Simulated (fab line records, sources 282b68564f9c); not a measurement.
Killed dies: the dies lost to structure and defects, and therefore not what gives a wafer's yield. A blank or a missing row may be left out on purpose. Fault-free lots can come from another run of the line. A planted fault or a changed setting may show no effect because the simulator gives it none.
fab line records / flow ritCmos
record lots=11 wafers=33 lastDay=7
route steps=202 shown PSD@143
lots that met no fault: taken from a fault-free run of the same line
startH: hours from the record's first day to the start of the lot's first wafer shown / waitH: time in hours since the lot's previous step / " same as the row above / L1.1+2: a row that stands for several wafers / - either no value or no given start / * or withheld: withheld / < > ~ a bound
route shown NAME@n: NAME is a module with steps in the file, n the number in the route of the first one / usual: mean/standard deviation taken from wafers without a fault / same: alike in all rows / chamber/n: place in a boat / sites: readings site by site / _std_site: the values' standard deviation / _edge_site: mean of outer sites minus mean of inner sites / radiusMm: for every site, how far away it sits from the centre of the wafer / mask NAME#n: copy n / behind: the most recent tool/chamber to have shaped the wafer / hold: why the lot was held/for how many hours/how that ended / device: whichever transistor did not switch (one of n, p or np) / end of line: tests of these same wafers at the route's end / a step given without rows: its recipe and nothing more / killed: the dies lost at the first sort to structure and to defects; this is not the yield of the wafer / map: a wafer's dies, marking killed ones x, the rest . and places with no die _
set.NAME: the run value of the setting; set.NAME@STEP: its run value at that earlier step / model.NAME: the simulator's own value behind a step, which no gauge read
steps of the route over a sample of lots; a table a step, a row a wafer
## steps
# step RIT_PSD_COAT_01
# recipe resist=NOVOLAK spinRpm=3250 resistThkNm=1000
# usual resistLineTempC=23.02/0.093 spinSpeedRpm=3250.0/2.3
lot.wafer=L375.1 tool=lithoTrack-03 chamber=0 startH=48.35 waitH=0.1 resistLineTempC=23.01 spinSpeedRpm=3249.4
lot.wafer=L375.4 tool=lithoTrack-03 chamber=0 startH=48.35 waitH=0.1 resistLineTempC=22.79 spinSpeedRpm=3246.8
lot.wafer=L375.5 tool=lithoTrack-03 chamber=0 startH=48.35 waitH=0.1 resistLineTempC=23.07 spinSpeedRpm=3250.0
lot.wafer=L376.1 tool=lithoTrack-01 chamber=0 startH=52.56 waitH=0.1 resistLineTempC=22.92 spinSpeedRpm=3251.4
lot.wafer=L376.2 tool=lithoTrack-01 chamber=0 startH=52.56 waitH=0.1 resistLineTempC=22.88 spinSpeedRpm=3249.7
lot.wafer=L376.4 tool=lithoTrack-01 chamber=0 startH=52.56 waitH=0.1 resistLineTempC=22.92 spinSpeedRpm=3251.5
lot.wafer=L377.2 tool=lithoTrack-03 chamber=0 startH=58.43 waitH=0.1 resistLineTempC=23.20 spinSpeedRpm=3247.8
lot.wafer=L377.4 tool=lithoTrack-03 chamber=0 startH=58.43 waitH=0.1 resistLineTempC=23.01 spinSpeedRpm=3248.8
lot.wafer=L377.5 tool=lithoTrack-03 chamber=0 startH=58.43 waitH=0.1 resistLineTempC=22.93 spinSpeedRpm=3250.4
lot.wafer=L381.4 tool=lithoTrack-02 chamber=0 startH=78.24 waitH=0.1 resistLineTempC=23.10 spinSpeedRpm=3427.2
lot.wafer=L381.5 tool=lithoTrack-02 chamber=0 startH=78.24 waitH=0.1 resistLineTempC=23.05 spinSpeedRpm=3419.9
lot.wafer=L381.6 tool=lithoTrack-02 chamber=0 startH=78.24 waitH=0.1 resistLineTempC=23.06 spinSpeedRpm=3421.3
lot.wafer=L382.1 tool=lithoTrack-01 chamber=0 startH=85.39 waitH=0.1 resistLineTempC=22.99 spinSpeedRpm=3249.2
lot.wafer=L382.2 tool=lithoTrack-01 chamber=0 startH=85.39 waitH=0.1 resistLineTempC=23.17 spinSpeedRpm=3250.3
lot.wafer=L382.5 tool=lithoTrack-01 chamber=0 startH=85.39 waitH=0.1 resistLineTempC=23.12 spinSpeedRpm=3250.5
lot.wafer=L387.2 tool=lithoTrack-02 chamber=0 startH=111.74 waitH=0.1 resistLineTempC=22.98 spinSpeedRpm=3419.9
lot.wafer=L387.4 tool=lithoTrack-02 chamber=0 startH=111.74 waitH=0.1 resistLineTempC=23.07 spinSpeedRpm=3422.2
lot.wafer=L387.5 tool=lithoTrack-02 chamber=0 startH=111.74 waitH=0.1 resistLineTempC=23.07 spinSpeedRpm=3422.0
lot.wafer=L389.2 tool=lithoTrack-03 chamber=0 startH=128.48 waitH=0.1 resistLineTempC=22.88 spinSpeedRpm=3246.2
lot.wafer=L389.3 tool=lithoTrack-03 chamber=0 startH=128.48 waitH=0.1 resistLineTempC=22.91 spinSpeedRpm=3250.2
lot.wafer=L389.5 tool=lithoTrack-03 chamber=0 startH=128.48 waitH=0.1 resistLineTempC=23.02 spinSpeedRpm=3252.2
lot.wafer=L391.1 tool=lithoTrack-01 chamber=0 startH=133.11 waitH=0.1 resistLineTempC=23.01 spinSpeedRpm=3249.5
lot.wafer=L391.3 tool=lithoTrack-01 chamber=0 startH=133.11 waitH=0.1 resistLineTempC=22.98 spinSpeedRpm=3247.0
lot.wafer=L391.5 tool=lithoTrack-01 chamber=0 startH=133.11 waitH=0.1 resistLineTempC=23.00 spinSpeedRpm=3249.4
lot.wafer=L392.2 tool=lithoTrack-01 chamber=0 startH=139.46 waitH=0.1 resistLineTempC=22.83 spinSpeedRpm=3247.4
lot.wafer=L392.4 tool=lithoTrack-01 chamber=0 startH=139.46 waitH=0.1 resistLineTempC=23.02 spinSpeedRpm=3246.3
lot.wafer=L392.6 tool=lithoTrack-01 chamber=0 startH=139.46 waitH=0.1 resistLineTempC=22.91 spinSpeedRpm=3246.4
lot.wafer=L395.2 tool=lithoTrack-01 chamber=0 startH=151.04 waitH=0.1 resistLineTempC=22.82 spinSpeedRpm=3250.9
lot.wafer=L395.4 tool=lithoTrack-01 chamber=0 startH=151.04 waitH=0.1 resistLineTempC=23.13 spinSpeedRpm=3250.5
lot.wafer=L395.5 tool=lithoTrack-01 chamber=0 startH=151.04 waitH=0.1 resistLineTempC=23.10 spinSpeedRpm=3254.2
lot.wafer=L398.2 tool=lithoTrack-03 chamber=0 startH=163.46 waitH=0.1 resistLineTempC=22.99 spinSpeedRpm=3248.0
lot.wafer=L398.5 tool=lithoTrack-03 chamber=0 startH=163.46 waitH=0.1 resistLineTempC=23.07 spinSpeedRpm=3248.6
lot.wafer=L398.6 tool=lithoTrack-03 chamber=0 startH=163.46 waitH=0.1 resistLineTempC=23.00 spinSpeedRpm=3250.8
## key
firstSign step=RIT_PSD_COAT_01 reading=spinSpeedRpm direction=up sigmas=74 usual=3250.0 struck=3422.1
effect none on later readings
metAt RIT_PSD_COAT_01
struckLots L381,L387
testerLeftOut L381,L387
fault kind=processParameterDrift tool=lithoTrack-02 chamber=- onsetH=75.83 steps=RIT_PSD_COAT_01 channel=spinRpm offset=169.12 shape=step endH=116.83 actsIn=theseRecipesOnly stated=3250
# testerLeftOut: of these lots the tester's yield and bins aren't shown, on N5 and GAA mostly nor the transistor test; their killed dies are dies lost to structure and defects alone, not to doping, threshold or leakage, so they don't give the yield
